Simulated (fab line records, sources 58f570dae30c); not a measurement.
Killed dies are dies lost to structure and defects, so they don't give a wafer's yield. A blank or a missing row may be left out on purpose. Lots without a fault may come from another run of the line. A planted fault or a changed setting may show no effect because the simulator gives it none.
One fault seen from 2 desks | flow berkeley_cmos170 | each desk has only its own numbers; what lay behind them comes last

THE TOOL OWNER'S DESK: litho_track-03
The tool's own readings at UCB170_PWELL_DEVELOP_12 (develop time 45 s): means of the sampled wafers that have a number, for each lot that ran on this tool. A lot is out of limits, marked OUT, if its mean lies more than 4 standard deviations from the usual mean; the brackets give that distance.
Columns: A = chill_plate_temp_C at UCB170_PWELL_DEVELOP_12, usual 23.02 C
lot  | first seen here | A
L994 | day 3 00:00     | 22.93
L996 | day 3 11:00     | 23.06
This desk's finding: nothing out of limits on any of the 2 lots.

THE METROLOGY DESK
What the gauges read, lot by lot, whatever tool the lot ran on: means of the sampled wafers that have a number. A lot is out of limits, marked OUT, if its mean lies more than 4 standard deviations from the usual mean; the brackets give that distance.
Columns: A = PWELL_OXIDE_THK at UCB170_PWELL_THK_MEAS_03, usual 26.4 nm; B = PWELL_NITRIDE_THK at UCB170_PWELL_THK_MEAS_06, usual 222.3 nm; C = PWELL_OVL at UCB170_PWELL_OVL_MEAS_13, usual 2 nm
lot  | first seen here | A    | B     | C
L994 | day 2 16:17     | 26.7 | 222.3 | -5
L996 | day 3 05:07     | 26.4 | 219.0 | 2
L997 | day 3 09:04     | 26.6 | 224.7 | 4
L105 | day 4 21:50     | 26.4 | 221.2 | 3
L116 | day 7 05:30     | 26.3 | 222.7 | -
L117 | day 7 12:26     | 25.9 | 221.2 | -
This desk's finding: nothing out of limits on any of the 6 lots.

PUT TOGETHER
The tool owner's desk saw nothing out of limits.
The metrology desk saw nothing out of limits.

WHAT THE SIMULATOR HAD PUT IN
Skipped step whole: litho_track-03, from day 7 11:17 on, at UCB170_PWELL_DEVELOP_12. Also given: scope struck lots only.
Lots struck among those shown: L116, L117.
